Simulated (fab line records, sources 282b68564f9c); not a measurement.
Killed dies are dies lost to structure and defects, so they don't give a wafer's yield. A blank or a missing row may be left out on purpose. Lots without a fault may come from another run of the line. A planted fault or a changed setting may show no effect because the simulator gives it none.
fab line records | flow rit_cmos
record lots=14 wafers=42 last_day=7
route steps=202 shown SPACER@130
lots that met no fault: from a run of the same line without faults
start_h: hours from the record's first day to the start of the lot's first wafer shown | wait_h: hours since the lot's step before | " the same as in the row above | L1.1+2: a row that stands for several wafers | - no value, or no start given | * or withheld: withheld | < > ~ a bound
route shown NAME@n: a module of which the file shows steps, and the number in the route of the first | usual: mean/standard deviation of fault-free wafers | same: alike in all rows | chamber/n: place in a boat | sites: the reading at each site | _std_site: their standard deviation | _edge_site: outer sites' mean less inner sites' | radius_mm: how far each site lies from the wafer's centre | mask NAME#n: copy n | behind: the tool/chamber that last shaped the wafer | hold: why the lot was held/for how many hours/how that ended | device: the transistor (n, p or np) that didn't switch | end of line: the same wafers' tests at the end of the route | a step without rows: its recipe alone | killed: dies lost to structure and defects at the first sort, not the wafer's yield | map: a wafer's dies, x killed, . not, _ none there
set.NAME: the setting as run; set.NAME@STEP: as run at that earlier step | model.NAME: the simulator's own value behind a step, which no gauge read
steps of the route over a sample of lots; a table a step, a row a wafer
services: from which hour (start_h, from the record's first day; less than 0 if before it) a tool's chamber was out of use, for how many hours, and why
## steps
# step RIT_SPACER_ETCHBACK_05
# recipe target_depth_a=2500 SF6_flow_sccm=30 CHF3_flow_sccm=30 target=Si3N4 chemistry=SF6/CHF3 pressure_mtorr=40 rf_w=250 time_s=240 stop_on=SiO2
# usual drypump_motor_current_A=5.6/0.5 oes_product_au=0.835/0.012 run_length_s=268.3/0.38 throttle_valve_pct=10.34/0.15
# columns lot.wafer tool chamber start_h wait_h drypump_motor_current_A oes_product_au rf_hours_counter_h run_length_s throttle_valve_pct
L234.2 rie_diel-01 2 57.38 0.0 6.4 0.825 6 268.0 10.36
L234.3 " 0 " " 5.7 0.843 28 268.7 10.07
L234.4 " 1 " " 5.0 0.821 25 268.4 10.29
L235.2 rie_diel-01 0 70.38 0.0 5.7 0.844 28 268.4 10.06
L235.3 " 1 " " 4.9 0.830 25 268.2 10.28
L235.5 " 3 " " 6.0 0.837 - 268.0 10.21
L236.4 rie_diel-01 2 82.99 0.0 6.4 0.834 6 268.0 10.36
L236.5 " 3 " " 6.0 0.839 - 267.8 10.24
L236.6 " 0 " " 5.7 0.847 - 268.3 10.06
L237.1 rie_diel-04 0 86.90 0.1 6.3 0.850 2 268.2 10.60
L237.4 " 1 " " 5.7 0.840 151 268.4 10.26
L237.5 " 0 " " 6.3 0.849 - 267.8 10.63
L238.1 rie_diel-03 3 89.50 0.1 4.7 0.812 5 268.4 10.17
L238.2 " 2 " " 5.6 0.820 7 267.9 10.46
L238.6 " 1 " " 5.6 0.833 - 268.6 10.52
L239.4 rie_diel-01 3 95.23 0.0 6.0 0.833 12 267.9 10.22
L239.5 " 2 " " 6.4 0.843 - 268.1 10.35
L239.6 " 3 " " 6.0 0.847 - 268.1 10.22
L240.4 rie_diel-03 1 95.41 0.0 5.6 0.834 99 268.5 10.50
L240.5 " 2 " " 5.6 0.831 - 267.7 10.47
L240.6 " 1 " " 5.6 0.831 - 268.9 10.51
L242.1 rie_diel-04 0 114.02 0.1 6.3 0.843 2 267.6 10.61
L242.3 " 1 " " 5.7 0.839 152 268.4 10.29
L242.4 " 2 " " 5.9 0.850 92 267.6 10.40
L244.3 rie_diel-03 1 118.58 0.0 5.6 0.981 100 240.3 10.58
L244.4 " 1 " " 5.6 0.978 - 240.1 10.56
L244.5 " 0 " " 5.1 0.983 - 240.0 10.34
L243.2 rie_diel-03 0 122.31 0.0 5.1 0.988 91 239.6 10.33
L243.4 " 0 " " 5.1 0.975 - 239.9 10.36
L243.5 " 1 " " 5.6 0.968 - 239.9 10.57
L247.2 rie_diel-04 1 128.11 0.0 5.6 0.825 152 268.4 10.27
L247.3 " 0 " " 6.3 0.845 3 267.9 10.60
L247.4 " 3 " " 5.8 0.826 128 268.1 10.38
L250.1 rie_diel-01 0 141.40 0.1 5.7 0.839 29 269.0 10.06
L250.4 " 2 " " 6.4 0.829 7 268.1 10.36
L250.6 " 2 " " 6.4 0.839 - 268.3 10.36
L253.1 rie_diel-04 0 145.30 0.1 6.3 0.863 3 267.6 10.62
L253.3 " 3 " " 5.8 0.830 - 268.2 10.37
L253.6 " 0 " " 6.3 0.850 - 268.4 10.60
L256.2 rie_diel-04 2 160.29 0.0 6.0 0.842 93 267.6 10.40
L256.4 " 0 " " 6.3 0.835 4 268.2 10.61
L256.6 " 1 " " 5.6 0.845 - 268.8 10.27
## services
# columns tool chamber start_h hours kind
rie_diel-03 1 36.86 8.2 repair
rie_diel-03 0 41.34 6.0 repair
rie_diel-03 0 50.22 8.6 repair
rie_diel-03 3 61.34 6.4 repair
rie_diel-03 - 74.32 0.6 repair
rie_diel-03 2 105.74 6.5 repair
rie_diel-03 2 117.10 36.1 repair
rie_diel-03 3 127.65 10.4 repair
rie_diel-04 1 137.29 - clean
rie_diel-04 1 137.29 15.5 scheduled_down
rie_diel-04 1 137.29 15.5 vent_cycle
rie_diel-04 2 139.74 10.5 repair
## key
first_sign step=RIT_SPACER_ETCHBACK_05 reading=run_length_s direction=down sigmas=74 usual=* struck=*
effect step=RIT_SPACER_ETCHBACK_05 reading=oes_product_au direction=up sigmas=12 usual=0.835 struck=0.979
met_at RIT_SPACER_ETCHBACK_05
struck_lots L243,L244
tester_left_out L243,L244
onset_between 95.41 118.58
fault kind=process_parameter_drift tool=rie_diel-03 chamber=- onset_h=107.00 steps=RIT_SPACER_ETCHBACK_05 channel=time_s offset=* shape=step end_h=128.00 acts_in=* stated=*
# tester_left_out: of these lots the tester's yield and bins aren't shown, on N5 and GAA mostly nor the transistor test; their killed dies are dies lost to structure and defects alone, not to doping, threshold or leakage, so they don't give the yield
